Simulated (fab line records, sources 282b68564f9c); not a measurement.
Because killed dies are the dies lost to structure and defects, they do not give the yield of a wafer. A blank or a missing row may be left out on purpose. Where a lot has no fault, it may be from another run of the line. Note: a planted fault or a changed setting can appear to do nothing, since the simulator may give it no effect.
Tool commonality check / flow rit cmos / 15 lots, 45 wafers sampled

## REASON IT WAS OPENED
On 3 of the 15 lots, a flag is raised at RIT_GATE_CD_MEAS_16 on the reading cd nm. Fault-free wafers read 149.7 nm, with a standard deviation of 2.2.
Rule: a lot gets a flag if all its wafers with a number sit over 4 standard deviations from that mean, or if no wafer of it has a number. All remaining lots are regarded as sound.

lot=L799; measured=day 2 12:36; on=cd sem-02; cd nm (nm), wafer by wafer=150.7 148.6 149.8; flag=
lot=L802; measured=day 3 04:47; on=cd sem-01; cd nm (nm), wafer by wafer=153.2 153.8 152.2; flag=
lot=L803; measured=day 3 08:50; on=cd sem-01; cd nm (nm), wafer by wafer=148.1 150.0 149.2; flag=
lot=L804; measured=day 3 13:05; on=cd sem-02; cd nm (nm), wafer by wafer=145.2 143.5 144.9; flag=
lot=L805; measured=day 3 17:54; on=cd sem-01; cd nm (nm), wafer by wafer=151.2 151.9 150.8; flag=
lot=L806; measured=day 3 23:32; on=cd sem-02; cd nm (nm), wafer by wafer=148.2 146.1 145.9; flag=
lot=L810; measured=day 4 21:17; on=cd sem-01; cd nm (nm), wafer by wafer=150.5 151.1 150.8; flag=
lot=L811; measured=day 5 00:13; on=cd sem-01; cd nm (nm), wafer by wafer=116.9 114.3 114.5; flag=FLAGGED
lot=L813; measured=day 5 13:06; on=cd sem-02; cd nm (nm), wafer by wafer=122.2 122.3 123.2; flag=FLAGGED
lot=L814; measured=day 5 15:54; on=cd sem-02; cd nm (nm), wafer by wafer=127.9 128.6 125.8; flag=FLAGGED
lot=L815; measured=day 5 21:37; on=cd sem-01; cd nm (nm), wafer by wafer=153.4 151.2 153.4; flag=
lot=L817; measured=day 6 07:07; on=cd sem-01; cd nm (nm), wafer by wafer=150.5 149.2 149.6; flag=
lot=L818; measured=day 6 12:49; on=cd sem-01; cd nm (nm), wafer by wafer=148.4 147.9 148.6; flag=
lot=L820; measured=day 6 22:18; on=cd sem-02; cd nm (nm), wafer by wafer=148.2 147.6 149.2; flag=
lot=L821; measured=day 7 03:23; on=cd sem-01; cd nm (nm), wafer by wafer=150.5 151.0 149.7; flag=
Average over the flagged lots: 121.7 nm; offset from the usual -28.0 nm, equal to -13 standard deviations.

## LOT BY LOT: THE TOOL USED
The record holds 1 process step before the reading, out of a route of 202 steps. Each cell gives the tool, then ch followed by the chambers the sampled wafers passed through, then the start.
lot=L799; flag=; RIT_GATE_EXPOSE_13=iline stepper-02 ch 0, day 2 12:12
lot=L802; flag=; RIT_GATE_EXPOSE_13=iline stepper-02 ch 0, day 3 04:23
lot=L803; flag=; RIT_GATE_EXPOSE_13=iline stepper-01 ch 0, day 3 08:26
lot=L804; flag=; RIT_GATE_EXPOSE_13=iline stepper-01 ch 0, day 3 12:35
lot=L805; flag=; RIT_GATE_EXPOSE_13=iline stepper-01 ch 0, day 3 17:29
lot=L806; flag=; RIT_GATE_EXPOSE_13=iline stepper-02 ch 0, day 3 23:08
lot=L810; flag=; RIT_GATE_EXPOSE_13=iline stepper-01 ch 0, day 4 20:53
lot=L811; flag=FLAGGED; RIT_GATE_EXPOSE_13=iline stepper-02 ch 0, day 4 23:49
lot=L813; flag=FLAGGED; RIT_GATE_EXPOSE_13=iline stepper-02 ch 0, day 5 12:42
lot=L814; flag=FLAGGED; RIT_GATE_EXPOSE_13=iline stepper-02 ch 0, day 5 15:30
lot=L815; flag=; RIT_GATE_EXPOSE_13=iline stepper-01 ch 0, day 5 21:11
lot=L817; flag=; RIT_GATE_EXPOSE_13=iline stepper-01 ch 0, day 6 06:43
lot=L818; flag=; RIT_GATE_EXPOSE_13=iline stepper-01 ch 0, day 6 12:25
lot=L820; flag=; RIT_GATE_EXPOSE_13=iline stepper-01 ch 0, day 6 21:54
lot=L821; flag=; RIT_GATE_EXPOSE_13=iline stepper-01 ch 0, day 7 02:59
These steps, and what they do:
- RIT_GATE_EXPOSE_13: exposes mask M6, target cd 150 nm.
- RIT_GATE_CD_MEAS_16: target cd 150 nm.

## FLAGGED OVER TOTAL, TOOL BY TOOL (the gauges that took the reading come last)
step=RIT_GATE_EXPOSE_13; tool=iline stepper-01; lots run=9; flagged=0; share of the flagged lots=none; sound lots run after its first flagged lot=-
step=RIT_GATE_EXPOSE_13; tool=iline stepper-02; lots run=6; flagged=3; share of the flagged lots=all; sound lots run after its first flagged lot=0
step=RIT_GATE_CD_MEAS_16; tool=cd sem-01; lots run=9; flagged=1; share of the flagged lots=some; sound lots run after its first flagged lot=4 (L815,L817,L818,L821)
step=RIT_GATE_CD_MEAS_16; tool=cd sem-02; lots run=6; flagged=2; share of the flagged lots=some; sound lots run after its first flagged lot=1 (L820)

## WHAT IS ALLOWED BY THE TABLE
Rows of the table that ran each flagged lot: 1, that is iline stepper-02 at RIT_GATE_EXPOSE_13.
- iline stepper-02 at RIT_GATE_EXPOSE_13: 3 of its 6 lots flagged. A fault beginning between L806 (day 3 23:08), its last sound lot, and L811 (day 4 23:49), its first flagged one, fits the data. Its own readings lie more than 4 standard deviations out on every wafer of the flagged lots: exposure dose mJ cm2.
iline stepper-02 at RIT_GATE_EXPOSE_13 is the single tool remaining.

## WHAT THE SIMULATOR PUT IN
Process parameter drift: iline stepper-02, from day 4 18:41 on, at RIT_GATE_EXPOSE_13. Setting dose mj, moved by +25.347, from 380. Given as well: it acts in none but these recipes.
Lots struck among those shown: L811, L813, L814. The rule above found the same.
